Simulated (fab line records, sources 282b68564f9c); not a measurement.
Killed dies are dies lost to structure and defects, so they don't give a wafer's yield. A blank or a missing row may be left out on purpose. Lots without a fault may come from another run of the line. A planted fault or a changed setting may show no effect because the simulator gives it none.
fab line records | flow rit_cmos
record lots=5 wafers=15 last_day=7
route steps=202 shown NLDD@160 SILICIDE@161 CONTACT@168 M1@184
lots that met no fault: from a run of the same line without faults
start_h: hours from the record's first day to the start of the lot's first wafer shown | wait_h: hours since the lot's step before | " the same as in the row above | L1.1+2: a row that stands for several wafers | - no value, or no start given | * or withheld: withheld | < > ~ a bound
route shown NAME@n: a module of which the file shows steps, and the number in the route of the first | usual: mean/standard deviation of fault-free wafers | same: alike in all rows | chamber/n: place in a boat | sites: the reading at each site | _std_site: their standard deviation | _edge_site: outer sites' mean less inner sites' | radius_mm: how far each site lies from the wafer's centre | mask NAME#n: copy n | behind: the tool/chamber that last shaped the wafer | hold: why the lot was held/for how many hours/how that ended | device: the transistor (n, p or np) that didn't switch | end of line: the same wafers' tests at the end of the route | a step without rows: its recipe alone | killed: dies lost to structure and defects at the first sort, not the wafer's yield | map: a wafer's dies, x killed, . not, _ none there
set.NAME: the setting as run; set.NAME@STEP: as run at that earlier step | model.NAME: the simulator's own value behind a step, which no gauge read
lots at some steps of the route; a table a step, a row a wafer
services: from which hour (start_h, from the record's first day; less than 0 if before it) a tool's chamber was out of use, for how many hours, and why
## steps
# step RIT_SDANNEAL_RS_MEAS_07
# recipe thk_meas_gauge=four-point-probe
# usual NLDD_RS=153.2/0.55
# columns lot.wafer tool chamber start_h wait_h NLDD_RS[ohm/sq]
L076.3 film_metro-03 - 62.73 0.1 152.3
L076.4 " - " " 152.4
L076.5 " - " " 152.7
L077.1 film_metro-04 - 67.60 0.1 154.1
L077.3 " - " " 154.1
L077.5 " - " " 153.6
L080.2 film_metro-04 - 79.77 0.1 153.6
L080.3 " - " " 154.0
L080.5 " - " " 153.4
L086.1 film_metro-01 - 109.48 0.1 153.3
L086.3 " - " " 153.3
L086.5 " - " " 153.6
L093.2 film_metro-03 - 152.26 0.1 153.3
L093.3 " - " " 152.7
L093.4 " - " " 152.7
# step RIT_SILICIDE_WET_ETCH_00
# recipe chemistry=BOE target=SiO2 target_depth_nm=14 time_s=15 dry=n2_spin dilution=10:1 temp_c=21.5
# columns lot.wafer tool chamber start_h wait_h
L076.3+4+5 wet_bench-03 3 62.81 0.1
L077.1+3+5 wet_bench-04 2 67.72 0.1
L080.2+3+5 wet_bench-03 0 79.87 0.1
L086.1+3+5 wet_bench-04 3 109.60 0.1
L093.2+3+4 wet_bench-03 0 152.36 0.1
# step RIT_SILICIDE_SPUTTER_01
# recipe material=Ti target_thk_nm=30 power_w=350 chamber_pressure_pa=0.667 gas=Ar time_s=240 substrate_temp_c=25
# usual substrate_temp_c=25.01/0.1 throttle_valve_pct=30.4/0.98
# columns lot.wafer tool chamber start_h wait_h substrate_temp_c throttle_valve_pct
L076.3 pvd_sputter-04 - 62.83 0.0 24.95 30.2
L076.4 " - " " 25.03 31.0
L076.5 " - " " 25.07 30.3
L077.1 pvd_sputter-02 - 67.75 0.0 25.03 30.6
L077.3 " - " " 24.98 28.6
L077.5 " - " " 25.01 30.0
L080.2 pvd_sputter-04 - 79.88 0.0 24.98 29.7
L080.3 " - " " 25.01 31.2
L080.5 " - " " 25.01 29.7
L086.1 pvd_sputter-04 - 109.62 0.0 25.14 29.8
L086.3 " - " " 24.98 29.6
L086.5 " - " " 24.95 30.3
L093.2 pvd_sputter-02 - 152.37 0.0 25.16 30.4
L093.3 " - " " 24.99 31.4
L093.4 " - " " 24.99 28.9
# step RIT_SILICIDE_RS_MEAS_02
# recipe thk_meas_gauge=four-point-probe reads=Ti_of_SILICIDE_SPUTTER_01
# usual SILICIDE_TI_RS=48.1/0.76
# columns lot.wafer tool chamber start_h wait_h SILICIDE_TI_RS[ohm/sq]
L076.3 film_metro-02 - 63.02 0.1 49.0
L076.4 " - " " 47.8
L076.5 " - " " 48.7
L077.1 film_metro-03 - 67.90 0.1 48.9
L077.3 " - " " 47.9
L077.5 " - " " 47.7
L080.2 film_metro-02 - 80.05 0.1 49.9
L080.3 " - " " 49.0
L080.5 " - " " 49.5
L086.1 film_metro-02 - 109.77 0.1 48.6
L086.3 " - " " 49.0
L086.5 " - " " 48.4
L093.2 film_metro-02 - 152.54 0.1 48.3
L093.3 " - " " 48.7
L093.4 " - " " 48.8
# step RIT_SILICIDE_THK_MEAS_03
# recipe thk_meas_gauge=xrf reads=Ti_of_SILICIDE_SPUTTER_01
# usual SILICIDE_TI_THK=30.4/0.41
# columns lot.wafer tool chamber start_h wait_h SILICIDE_TI_THK[nm]
L076.3 film_metro-02 - 63.12 0.1 30.0
L076.4 " - " " 30.5
L076.5 " - " " 30.2
L077.1 film_metro-03 - 68.02 0.1 30.1
L077.3 " - " " 30.5
L077.5 " - " " 30.6
L080.2 film_metro-02 - 80.16 0.1 29.6
L080.3 " - " " 30.1
L080.5 " - " " 29.8
L086.1 film_metro-02 - 109.89 0.1 30.1
L086.3 " - " " 29.9
L086.5 " - " " 30.1
L093.2 film_metro-02 - 152.65 0.1 30.3
L093.3 " - " " 30.2
L093.4 " - " " 30.0
# step RIT_SILICIDE_RTA_04
# recipe temp_c=650 time_s=10 idle_temp_c=25 ramp_up_s=5 ramp_down_s=5 cool_to_c=25 ambient=N2
# usual wafer_temp_C_max=653.0/0.77
# columns lot.wafer tool chamber start_h wait_h wafer_temp_C_max
L076.3 rtp_anneal-01 0 63.18 0.1 654.9
L076.4 " 0 " " 652.7
L076.5 " 0 " " 654.2
L077.1 rtp_anneal-02 0 68.08 0.1 651.9
L077.3 " 0 " " 653.1
L077.5 " 0 " " 652.5
L080.2 rtp_anneal-01 0 80.22 0.1 653.7
L080.3 " 0 " " 653.3
L080.5 " 0 " " 652.5
L086.1 rtp_anneal-02 0 109.95 0.1 651.6
L086.3 " 0 " " 652.6
L086.5 " 0 " " 652.6
L093.2 rtp_anneal-01 0 152.72 0.1 654.0
L093.3 " 0 " " 653.8
L093.4 " 0 " " 653.3
# step RIT_SILICIDE_WET_ETCH_05
# recipe chemistry=SPM target=Ti temp_c=90 time_s=120 dry=n2_spin
# columns lot.wafer tool chamber start_h wait_h
L076.3+4+5 wet_bench-03 3 63.22 0.0
L077.1+3+5 wet_bench-04 0 68.15 0.1
L080.2+3+5 wet_bench-04 2 80.28 0.0
L086.1+3+5 wet_bench-02 3 110.01 0.1
L093.2+3+4 wet_bench-02 1 152.77 0.0
# step RIT_SILICIDE_RTA_06
# recipe temp_c=750 time_s=10 idle_temp_c=25 ramp_up_s=5 ramp_down_s=10 cool_to_c=25 ambient=N2
# usual wafer_temp_C_max=753.4/0.91
# columns lot.wafer tool chamber start_h wait_h wafer_temp_C_max
L076.3 rtp_anneal-02 0 63.29 0.0 753.5
L076.4 " 0 " " 753.0
L076.5 " 0 " " 752.4
L077.1 rtp_anneal-01 0 68.23 0.0 754.3
L077.3 " 0 " " 753.4
L077.5 " 0 " " 754.8
L080.2 rtp_anneal-02 0 80.33 0.0 752.0
L080.3 " 0 " " 752.5
L080.5 " 0 " " 752.7
L086.1 rtp_anneal-01 0 110.06 0.0 754.1
L086.3 " 0 " " 755.6
L086.5 " 0 " " 754.3
L093.2 rtp_anneal-02 0 152.82 0.0 753.5
L093.3 " 0 " " 752.7
L093.4 " 0 " " 753.2
# step RIT_CONTACT_CVD_00
# recipe material=SiO2 target_thk_nm=400 precursor=TEOS temp_c=390 time_s=61 rf_w=400
# usual heater_power_w=320/62 susceptor_temp_C=389.99/0.21
# columns lot.wafer tool chamber start_h wait_h heater_power_w susceptor_temp_C
L076.3 pecvd-01 0 63.33 0.0 243 389.93
L076.4 " 2 " " 234 389.82
L076.5 " 0 " " 259 389.67
L077.1 pecvd-04 1 68.30 0.1 390 390.11
L077.3 " 0 " " 285 389.86
L077.5 " 1 " " 285 390.11
L080.2 pecvd-04 1 80.39 0.0 300 390.09
L080.3 " 2 " " 463 390.15
L080.5 " 1 " " 315 389.99
L086.1 pecvd-04 1 110.13 0.1 392 389.52
L086.3 " 0 " " 285 389.63
L086.5 " 2 " " 465 390.17
L093.2 pecvd-03 2 152.88 0.0 289 390.13
L093.3 " 1 " " 249 389.93
L093.4 " 2 " " 300 390.09
# step RIT_CONTACT_THK_MEAS_01
# recipe reads=SiO2_of_CONTACT_CVD_00
# usual CONTACT_TEOS_THK=399/5.4
# columns lot.wafer tool chamber start_h wait_h CONTACT_TEOS_THK[nm]
L076.3 film_metro-04 - 63.40 0.0 396
L076.4 " - " " 402
L076.5 " - " " 400
L077.1 film_metro-04 - 68.35 0.0 397
L077.3 " - " " 403
L077.5 " - " " 404
L080.2 film_metro-01 - 80.45 0.0 394
L080.3 " - " " 398
L080.5 " - " " 395
L086.1 film_metro-04 - 110.18 0.0 393
L086.3 " - " " 390
L086.5 " - " " 407
L093.2 film_metro-01 - 152.96 0.1 393
L093.3 " - " " 398
L093.4 " - " " 399
# step RIT_CONTACT_HMDS_02
# recipe prime_time_s=60 prime_temp_c=140
# usual exhaust_pa=45.0/0.85
# columns lot.wafer tool chamber start_h wait_h exhaust_pa
L076.3 litho_track-03 0 63.49 0.1 43.8
L076.4 " 0 " " 42.6
L076.5 " 0 " " 43.6
L077.1 litho_track-03 0 68.41 0.1 45.9
L077.3 " 0 " " 45.3
L077.5 " 0 " " 46.4
L080.2 litho_track-01 0 80.53 0.1 45.0
L080.3 " 0 " " 45.3
L080.5 " 0 " " 45.1
L086.1 litho_track-04 0 110.24 0.1 46.3
L086.3 " 0 " " 45.8
L086.5 " 0 " " 46.0
L093.2 litho_track-01 0 153.04 0.1 45.3
L093.3 " 0 " " 44.9
L093.4 " 0 " " 45.1
# step RIT_CONTACT_COAT_03
# recipe resist=NOVOLAK spin_rpm=3250 resist_thk_nm=1000
# usual exhaust_pa=45.0/1
# columns lot.wafer tool chamber start_h wait_h exhaust_pa
L076.3 litho_track-03 0 63.64 0.1 43.5
L076.4 " 0 " " 43.1
L076.5 " 0 " " 45.5
L077.1 litho_track-03 0 68.56 0.1 43.8
L077.3 " 0 " " 43.7
L077.5 " 0 " " 43.5
L080.2 litho_track-01 0 80.68 0.1 46.0
L080.3 " 0 " " 43.8
L080.5 " 0 " " 44.8
L086.1 litho_track-04 0 110.39 0.1 45.6
L086.3 " 0 " " 45.3
L086.5 " 0 " " 46.3
L093.2 litho_track-01 0 153.19 0.1 44.5
L093.3 " 0 " " 44.2
L093.4 " 0 " " 44.3
# step RIT_CONTACT_SOFTBAKE_04
# recipe resist=NOVOLAK temp_c=90 time_s=60
# usual exhaust_pa=45.0/0.89
# columns lot.wafer tool chamber start_h wait_h exhaust_pa
L076.3 litho_track-03 0 63.79 0.1 44.7
L076.4 " 0 " " 44.7
L076.5 " 0 " " 44.4
L077.1 litho_track-03 0 68.71 0.1 44.9
L077.3 " 0 " " 44.9
L077.5 " 0 " " 46.0
L080.2 litho_track-01 0 80.83 0.1 44.5
L080.3 " 0 " " 44.7
L080.5 " 0 " " 46.4
L086.1 litho_track-04 0 110.54 0.1 44.4
L086.3 " 0 " " 44.2
L086.5 " 0 " " 44.5
L093.2 litho_track-01 0 153.34 0.1 44.8
L093.3 " 0 " " 44.9
L093.4 " 0 " " 43.5
# step RIT_CONTACT_EXPOSE_05
# recipe mask_id=M11 na=0.6 source_shape=conventional sigma_outer=0.5 target_cd_nm=1000 dose_mj=250
# usual stage_vel_mm_s=500.01/0.24
# columns lot.wafer tool chamber start_h wait_h mask stage_vel_mm_s
L076.3 iline_stepper-02 0 63.93 0.1 M11#0 500.70
L076.4 " 0 " " M11#0 500.41
L076.5 " 0 " " M11#0 500.34
L077.1 iline_stepper-01 0 68.98 0.2 M11#0 499.80
L077.3 " 0 " " M11#0 500.13
L077.5 " 0 " " M11#0 500.35
L080.2 iline_stepper-01 0 80.97 0.1 M11#0 500.33
L080.3 " 0 " " M11#0 499.98
L080.5 " 0 " " M11#0 500.26
L086.1 iline_stepper-02 0 110.69 0.1 M11#0 499.59
L086.3 " 0 " " M11#0 499.64
L086.5 " 0 " " M11#0 499.96
L093.2 iline_stepper-02 0 153.48 0.1 M11#0 500.16
L093.3 " 0 " " M11#0 500.18
L093.4 " 0 " " M11#0 499.96
# step RIT_CONTACT_PEB_06
# recipe resist=NOVOLAK temp_c=withheld time_s=withheld
# usual exhaust_pa=44.9/0.97
# columns lot.wafer tool chamber start_h wait_h exhaust_pa
L076.3 litho_track-03 0 64.06 0.1 44.3
L076.4 " 0 " " 44.5
L076.5 " 0 " " 45.2
L077.1 litho_track-03 0 69.10 0.1 43.9
L077.3 " 0 " " 44.7
L077.5 " 0 " " 42.3
L080.2 litho_track-01 0 81.09 0.1 45.1
L080.3 " 0 " " 45.6
L080.5 " 0 " " 44.8
L086.1 litho_track-04 0 110.81 0.1 46.1
L086.3 " 0 " " 46.3
L086.5 " 0 " " 45.1
L093.2 litho_track-03 0 153.64 0.1 44.6
L093.3 " 0 " " 44.4
L093.4 " 0 " " 45.3
# step RIT_CONTACT_DEVELOP_07
# recipe resist=NOVOLAK develop_time_s=120 dev_temp_c=22.43
# usual exhaust_pa=44.9/0.81
# columns lot.wafer tool chamber start_h wait_h exhaust_pa
L076.3 litho_track-03 0 - - 45.2
L076.4 " 0 " " 45.2
L076.5 " 0 " " 45.0
L077.1 litho_track-03 0 - - 45.4
L077.3 " 0 " " 45.4
L077.5 " 0 " " 45.2
L080.2 litho_track-01 0 - - 45.4
L080.3 " 0 " " 46.3
L080.5 " 0 " " 45.9
L086.1 litho_track-04 0 - - 44.8
L086.3 " 0 " " 43.4
L086.5 " 0 " " 45.2
L093.2 litho_track-03 0 - - 45.7
L093.3 " 0 " " 45.8
L093.4 " 0 " " 46.6
# step RIT_CONTACT_CD_MEAS_08
# recipe target_cd_nm=1000
# usual cd_nm=1000.1/2.6
# columns lot.wafer tool chamber start_h wait_h cd_nm
L076.3 cd_sem-02 - 64.45 - 1000.6
L076.4 " - " " 998.9
L076.5 " - " " 1001.9
L077.1 cd_sem-01 - 69.50 - 999.6
L077.3 " - " " 1002.1
L077.5 " - " " 1000.7
L080.2 cd_sem-01 - 81.49 - 1004.8
L080.3 " - " " 1005.4
L080.5 " - " " 1003.7
L086.1 cd_sem-02 - 111.21 - 1003.4
L086.3 " - " " 1004.3
L086.5 " - " " 1001.4
L093.2 cd_sem-01 - 154.04 - 1002.4
L093.3 " - " " 999.6
L093.4 " - " " 1003.0
# step RIT_CONTACT_OVL_MEAS_09
# usual CONTACT_OVL=-0.4/1.3
# columns lot.wafer tool chamber start_h wait_h CONTACT_OVL[nm]
L076.3 overlay-01 - 64.54 0.1 -0.7
L076.4 " - " " 0.4
L076.5 " - " " -0.7
L077.1 overlay-01 - 69.62 0.1 -0.9
L077.3 " - " " -0.8
L077.5 " - " " -0.7
L080.2 overlay-01 - 81.59 0.1 0.1
L080.3 " - " " 0.6
L080.5 " - " " 2.4
L086.1 overlay-02 - 111.33 0.1 0.9
L086.3 " - " " -0.1
L086.5 " - " " 0.2
L093.2 overlay-02 - 154.14 0.1 -1.6
L093.3 " - " " -1.6
L093.4 " - " " -1.9
# step RIT_CONTACT_HARDBAKE_10
# recipe resist=NOVOLAK temp_c=140 time_s=60
# usual exhaust_pa=45.2/0.8
# columns lot.wafer tool chamber start_h wait_h exhaust_pa
L076.3 litho_track-01 0 64.72 0.2 45.9
L076.4 " 0 " " 45.5
L076.5 " 0 " " 45.5
L077.1 litho_track-04 0 69.65 0.0 44.9
L077.3 " 0 " " 44.5
L077.5 " 0 " " 45.6
L080.2 litho_track-03 0 81.65 0.0 46.1
L080.3 " 0 " " 45.6
L080.5 " 0 " " 45.9
L086.1 litho_track-04 0 111.36 0.0 46.1
L086.3 " 0 " " 46.0
L086.5 " 0 " " 45.5
L093.2 litho_track-03 0 154.29 0.1 45.6
L093.3 " 0 " " 43.6
L093.4 " 0 " " 44.5
# step RIT_CONTACT_ETCH_11
# recipe target_depth_a=4800 over_etch_frac=0.2 stop_on=TiSi2 chemistry=CHF3/CF4/Ar target=SiO2 CHF3_flow_sccm=50 cf4_flow_sccm=10 Ar_flow_sccm=100 O2_flow_sccm=5 pressure_mtorr=100 rf_w=200 time_s=320
# usual drypump_motor_current_A=5.7/0.6 oes_product_au=0.993/0.014 throttle_valve_pct=8.88/0.16
# columns lot.wafer tool chamber start_h wait_h drypump_motor_current_A oes_product_au rf_hours_counter_h throttle_valve_pct
L076.3 rie_diel-03 0 64.82 0.1 5.3 0.995 10 8.91
L076.4 " 3 " " 5.8 0.999 8 8.80
L076.5 " 0 " " 5.3 1.000 - 8.91
L077.1 rie_diel-03 2 69.80 0.1 5.1 0.997 0 8.61
L077.3 " 1 " " 5.9 0.977 144 8.64
L077.5 " 1 " " 5.9 0.981 - 8.64
L080.2 rie_diel-02 1 81.77 0.1 6.3 1.006 22 8.68
L080.3 " 3 " " 6.6 0.988 6 8.95
L080.5 " 0 " " 6.4 1.009 - 9.01
L086.1 rie_diel-02 3 111.51 0.1 6.6 0.994 6 8.96
L086.3 " 1 " " 6.2 1.008 22 8.70
L086.5 " 0 " " 6.4 1.005 - 9.01
L093.2 rie_diel-03 3 154.42 0.1 5.8 0.995 10 8.80
L093.3 " 2 " " 5.1 1.005 2 8.61
L093.4 " 0 " " 5.3 0.996 12 8.93
# step RIT_CONTACT_STRIP_12
# recipe chemistry=O2 time_s=180 resist=NOVOLAK platen_temp_c=withheld power_w=500 pressure_mtorr=4000 o2_flow_sccm=4000
# usual drypump_motor_current_A=5.8/0.49 rf_refl_power_W=6.3/1.8
# columns lot.wafer tool chamber start_h wait_h drypump_motor_current_A rf_hours_counter_h rf_refl_power_W
L076.3 plasma_asher-02 0 65.07 0.2 5.4 - 4.5
L076.4 " 1 " " 6.5 - 5.4
L076.5 " 0 " " 5.4 - 4.6
L077.1 plasma_asher-01 0 70.00 0.1 5.7 47 6.9
L077.3 " 1 " " 6.3 - 6.4
L077.5 " 0 " " 5.7 - 6.8
L080.2 plasma_asher-03 0 81.97 0.1 5.7 34 9.3
L080.3 " 1 " " 5.1 - 4.7
L080.5 " 0 " " 5.8 - 9.5
L086.1 plasma_asher-02 1 111.71 0.1 6.5 31 6.0
L086.3 " 1 " " 6.5 - 5.8
L086.5 " 1 " " 6.5 - 5.9
L093.2 plasma_asher-01 0 154.61 0.1 5.8 56 6.8
L093.3 " 1 " " 6.3 - 6.4
L093.4 " 0 " " 5.7 - 6.6
# step RIT_CONTACT_CD_MEAS_90
# recipe target_cd_nm=1000
# usual cd_nm=1000.2/2.6
# columns lot.wafer tool chamber start_h wait_h cd_nm
L076.3 cd_sem-01 - 65.23 0.1 1000.8
L076.4 " - " " 998.8
L076.5 " - " " 1002.2
L077.1 cd_sem-01 - 70.17 0.1 999.0
L077.3 " - " " 1002.6
L077.5 " - " " 1001.0
L080.2 cd_sem-02 - 82.16 0.1 1004.8
L080.3 " - " " 1005.8
L080.5 " - " " 1003.4
L086.1 cd_sem-02 - 111.88 0.1 1003.3
L086.3 " - " " 1004.0
L086.5 " - " " 1000.9
L093.2 cd_sem-02 - 154.81 0.1 1002.0
L093.3 " - " " 999.7
L093.4 " - " " 1002.3
# step RIT_CONTACT_CLEAN_13
# recipe chemistry=SC1 mix=3:3:50 time_s=600 temp_c=75
# columns lot.wafer tool chamber start_h wait_h
L076.3+4+5 wet_bench-02 1 65.31 0.1
L077.1+3+5 wet_bench-03 2 70.29 0.1
L080.2+3+5 wet_bench-02 0 82.26 0.1
L086.1+3+5 wet_bench-03 3 112.00 0.1
L093.2+3+4 wet_bench-01 2 154.91 0.1
# step RIT_CONTACT_CLEAN_14
# recipe chemistry=SC2 mix=3:3:50 time_s=600 temp_c=75 dry=n2_spin
# columns lot.wafer tool chamber start_h wait_h
L076.3+4+5 wet_bench-01 3 65.50 0.0
L077.1+3+5 wet_bench-02 3 70.47 0.0
L080.2+3+5 wet_bench-03 0 82.44 0.0
L086.1+3+5 wet_bench-01 1 112.19 0.0
L093.2+3+4 wet_bench-03 3 155.08 0.0
# step RIT_M1_SPUTTER_00
# recipe material=Al target_thk_nm=400 power_w=2000 chamber_pressure_pa=0.4 gas=Ar time_s=500 substrate_temp_c=25
# usual substrate_temp_c=25.00/0.11 throttle_valve_pct=30.1/1.1
# columns lot.wafer tool chamber start_h wait_h substrate_temp_c throttle_valve_pct
L076.3 pvd_sputter-03 - 65.68 0.0 25.10 31.9
L076.4 " - " " 24.81 32.2
L076.5 " - " " 24.98 32.5
L077.1 pvd_sputter-01 - 70.66 0.0 25.02 30.3
L077.3 " - " " 24.91 29.9
L077.5 " - " " 25.13 29.3
L080.2 pvd_sputter-03 - 82.61 0.0 24.90 32.3
L080.3 " - " " 25.03 30.3
L080.5 " - " " 24.97 32.5
L086.1 pvd_sputter-02 - 112.37 0.0 25.13 29.9
L086.3 " - " " 25.02 30.8
L086.5 " - " " 25.08 31.3
L093.2 pvd_sputter-01 - 155.26 0.0 25.02 29.7
L093.3 " - " " 25.11 28.5
L093.4 " - " " 24.86 30.7
# step RIT_M1_RS_MEAS_01
# recipe thk_meas_gauge=four-point-probe reads=Al_of_M1_SPUTTER_00
# usual M1_AL_RS=0.0735/0.00094
# columns lot.wafer tool chamber start_h wait_h M1_AL_RS[ohm/sq]
L076.3 film_metro-01 - 66.01 0.2 0.0726
L076.4 " - " " 0.0722
L076.5 " - " " 0.0721
L077.1 film_metro-03 - 70.95 0.1 0.0738
L077.3 " - " " 0.0741
L077.5 " - " " 0.0739
L080.2 film_metro-03 - 82.93 0.2 0.0743
L080.3 " - " " 0.0730
L080.5 " - " " 0.0736
L086.1 film_metro-03 - 112.66 0.1 0.0730
L086.3 " - " " 0.0727
L086.5 " - " " 0.0729
L093.2 film_metro-03 - 155.57 0.2 0.0738
L093.3 " - " " 0.0730
L093.4 " - " " 0.0737
# step RIT_M1_THK_MEAS_02
# recipe thk_meas_gauge=xrf reads=Al_of_M1_SPUTTER_00
# usual M1_AL_THK=399/5.1
# columns lot.wafer tool chamber start_h wait_h M1_AL_THK[nm]
L076.3 film_metro-01 - 66.11 0.1 403
L076.4 " - " " 403
L076.5 " - " " 406
L077.1 film_metro-03 - 71.07 0.1 397
L077.3 " - " " 398
L077.5 " - " " 397
L080.2 film_metro-03 - 83.04 0.1 394
L080.3 " - " " 401
L080.5 " - " " 398
L086.1 film_metro-03 - 112.78 0.1 405
L086.3 " - " " 406
L086.5 " - " " 404
L093.2 film_metro-03 - 155.68 0.1 396
L093.3 " - " " 401
L093.4 " - " " 397
# step RIT_M1_HMDS_03
# recipe prime_time_s=60 prime_temp_c=140
# usual exhaust_pa=45.0/1
# columns lot.wafer tool chamber start_h wait_h exhaust_pa
L076.3 litho_track-03 0 66.20 0.1 44.5
L076.4 " 0 " " 44.8
L076.5 " 0 " " 45.7
L077.1 litho_track-02 0 71.13 0.1 43.8
L077.3 " 0 " " 44.1
L077.5 " 0 " " 44.8
L080.2 litho_track-02 0 83.11 0.1 45.2
L080.3 " 0 " " 43.9
L080.5 " 0 " " 43.9
L086.1 litho_track-03 0 112.84 0.1 44.7
L086.3 " 0 " " 45.3
L086.5 " 0 " " 45.2
L093.2 litho_track-02 0 155.75 0.1 45.9
L093.3 " 0 " " 46.0
L093.4 " 0 " " 46.0
# step RIT_M1_COAT_04
# recipe resist=NOVOLAK spin_rpm=2000 resist_thk_nm=1300
# usual exhaust_pa=44.9/0.83
# columns lot.wafer tool chamber start_h wait_h exhaust_pa
L076.3 litho_track-03 0 66.35 0.1 45.0
L076.4 " 0 " " 46.5
L076.5 " 0 " " 45.3
L077.1 litho_track-02 0 71.28 0.1 47.0
L077.3 " 0 " " 45.9
L077.5 " 0 " " 46.5
L080.2 litho_track-02 0 83.26 0.1 43.8
L080.3 " 0 " " 44.3
L080.5 " 0 " " 44.9
L086.1 litho_track-03 0 112.99 0.1 45.4
L086.3 " 0 " " 43.9
L086.5 " 0 " " 44.9
L093.2 litho_track-02 0 155.90 0.1 45.1
L093.3 " 0 " " 44.5
L093.4 " 0 " " 45.2
# step RIT_M1_SOFTBAKE_05
# recipe resist=NOVOLAK temp_c=90 time_s=60
# usual exhaust_pa=45.0/0.9
# columns lot.wafer tool chamber start_h wait_h exhaust_pa
L076.3 litho_track-03 0 66.50 0.1 45.3
L076.4 " 0 " " 45.6
L076.5 " 0 " " 45.2
L077.1 litho_track-02 0 71.43 0.1 45.0
L077.3 " 0 " " 45.3
L077.5 " 0 " " 45.5
L080.2 litho_track-02 0 83.41 0.1 44.3
L080.3 " 0 " " 44.6
L080.5 " 0 " " 44.5
L086.1 litho_track-03 0 113.14 0.1 44.7
L086.3 " 0 " " 45.4
L086.5 " 0 " " 44.3
L093.2 litho_track-02 0 156.05 0.1 44.7
L093.3 " 0 " " 44.6
L093.4 " 0 " " 44.6
# step RIT_M1_EXPOSE_06
# recipe mask_id=M12 na=0.6 source_shape=conventional sigma_outer=0.5 target_cd_nm=2600 dose_mj=250
# usual stage_vel_mm_s=499.97/0.27
# columns lot.wafer tool chamber start_h wait_h mask stage_vel_mm_s
L076.3 iline_stepper-01 0 66.64 0.1 M12#0 500.03
L076.4 " 0 " " M12#0 499.69
L076.5 " 0 " " M12#0 500.25
L077.1 iline_stepper-02 0 71.71 0.2 M12#0 499.98
L077.3 " 0 " " M12#0 500.12
L077.5 " 0 " " M12#0 500.42
L080.2 iline_stepper-02 0 83.56 0.1 M12#0 499.94
L080.3 " 0 " " M12#0 499.94
L080.5 " 0 " " M12#0 500.24
L086.1 iline_stepper-01 0 113.29 0.1 M12#0 499.72
L086.3 " 0 " " M12#0 500.09
L086.5 " 0 " " M12#0 499.71
L093.2 iline_stepper-02 0 156.32 0.2 M12#0 499.70
L093.3 " 0 " " M12#0 499.59
L093.4 " 0 " " M12#0 499.92
# step RIT_M1_PEB_07
# recipe resist=NOVOLAK temp_c=withheld time_s=withheld
# usual exhaust_pa=44.9/0.92
# columns lot.wafer tool chamber start_h wait_h exhaust_pa
L076.3 litho_track-03 0 66.77 0.1 44.1
L076.4 " 0 " " 45.1
L076.5 " 0 " " 43.2
L077.1 litho_track-03 0 71.83 0.1 43.4
L077.3 " 0 " " 45.1
L077.5 " 0 " " 43.1
L080.2 litho_track-04 0 83.68 0.1 47.1
L080.3 " 0 " " 47.2
L080.5 " 0 " " 46.5
L086.1 litho_track-04 0 113.41 0.1 45.1
L086.3 " 0 " " 42.7
L086.5 " 0 " " 43.3
L093.2 litho_track-02 0 156.46 0.1 44.2
L093.3 " 0 " " 43.5
L093.4 " 0 " " 44.6
# step RIT_M1_DEVELOP_08
# recipe resist=NOVOLAK develop_time_s=68 dev_temp_c=23.79
# usual exhaust_pa=45.3/0.78
# columns lot.wafer tool chamber start_h wait_h exhaust_pa
L076.3 litho_track-03 0 - - 44.8
L076.4 " 0 " " 45.8
L076.5 " 0 " " 44.7
L077.1 litho_track-03 0 - - 45.4
L077.3 " 0 " " 45.8
L077.5 " 0 " " 45.2
L080.2 litho_track-04 0 - - 44.8
L080.3 " 0 " " 45.4
L080.5 " 0 " " 44.8
L086.1 litho_track-04 0 - - 43.8
L086.3 " 0 " " 44.4
L086.5 " 0 " " 45.3
L093.2 litho_track-02 0 - - 46.0
L093.3 " 0 " " 46.6
L093.4 " 0 " " 45.8
# step RIT_M1_CD_MEAS_09
# recipe target_cd_nm=2600
# usual cd_nm=2600.6/2.7
# columns lot.wafer tool chamber start_h wait_h cd_nm
L076.3 cd_sem-02 - 67.07 - 2601.5
L076.4 " - " " 2600.3
L076.5 " - " " 2596.4
L077.1 cd_sem-01 - 72.14 - 2601.4
L077.3 " - " " 2600.3
L077.5 " - " " 2601.3
L080.2 cd_sem-01 - 83.99 - 2600.1
L080.3 " - " " 2601.5
L080.5 " - " " 2601.9
L086.1 cd_sem-01 - 113.72 - 2600.6
L086.3 " - " " 2600.0
L086.5 " - " " 2601.3
L093.2 cd_sem-01 - 156.77 - 2603.8
L093.3 " - " " 2603.6
L093.4 " - " " 2601.6
# step RIT_M1_OVL_MEAS_10
# usual M1_OVL=0.9/1.7
# columns lot.wafer tool chamber start_h wait_h M1_OVL[nm]
L076.3 overlay-01 - 67.16 0.1 1.9
L076.4 " - " " 1.6
L076.5 " - " " 2.4
L077.1 overlay-01 - 72.26 0.1 -0.2
L077.3 " - " " -1.0
L077.5 " - " " -0.8
L080.2 overlay-02 - 84.09 0.1 0.1
L080.3 " - " " 2.7
L080.5 " - " " 2.1
L086.1 overlay-01 - 113.84 0.1 1.5
L086.3 " - " " 2.3
L086.5 " - " " 3.7
L093.2 overlay-02 - 156.88 0.1 2.5
L093.3 " - " " 3.3
L093.4 " - " " 2.1
# step RIT_M1_HARDBAKE_11
# recipe resist=NOVOLAK temp_c=140 time_s=120
# usual exhaust_pa=44.9/0.85
# columns lot.wafer tool chamber start_h wait_h exhaust_pa
L076.3 litho_track-02 0 67.49 0.3 45.8
L076.4 " 0 " " 44.3
L076.5 " 0 " " 44.7
L077.1 litho_track-02 0 72.29 0.0 45.0
L077.3 " 0 " " 44.2
L077.5 " 0 " " 44.0
L080.2 litho_track-02 0 84.16 0.1 45.0
L080.3 " 0 " " 44.8
L080.5 " 0 " " 44.3
L086.1 litho_track-03 0 113.88 0.0 46.3
L086.3 " 0 " " 44.9
L086.5 " 0 " " 46.7
L093.2 litho_track-02 0 156.95 0.1 46.4
L093.3 " 0 " " 44.9
L093.4 " 0 " " 44.0
## services
# columns tool chamber start_h hours kind
iline_stepper-01 - 39.28 4.4 pm
rie_diel-03 2 39.61 - clean
rie_diel-03 2 39.61 23.6 scheduled_down
rie_diel-03 2 39.61 23.6 vent_cycle
wet_bench-04 - 43.60 3.0 repair
pvd_sputter-02 - 87.16 8.4 repair
pecvd-03 - 91.22 6.0 pm
rie_diel-03 3 97.68 2.4 repair
rtp_anneal-01 - 102.32 4.2 pm
pvd_sputter-04 - 105.07 0.7 repair
rie_diel-03 3 110.18 6.8 repair
pvd_sputter-04 - 114.59 4.7 repair
iline_stepper-02 - 119.07 1.7 pm
rie_diel-02 1 120.10 5.9 repair
pvd_sputter-04 - 124.54 1.8 repair
rie_diel-03 - 125.75 2.8 pm
pecvd-01 1 129.70 8.2 repair
iline_stepper-01 - 148.04 1.7 pm
pecvd-03 0 148.17 20.0 repair
iline_stepper-01 - 150.85 2.4 repair
## key
fault none
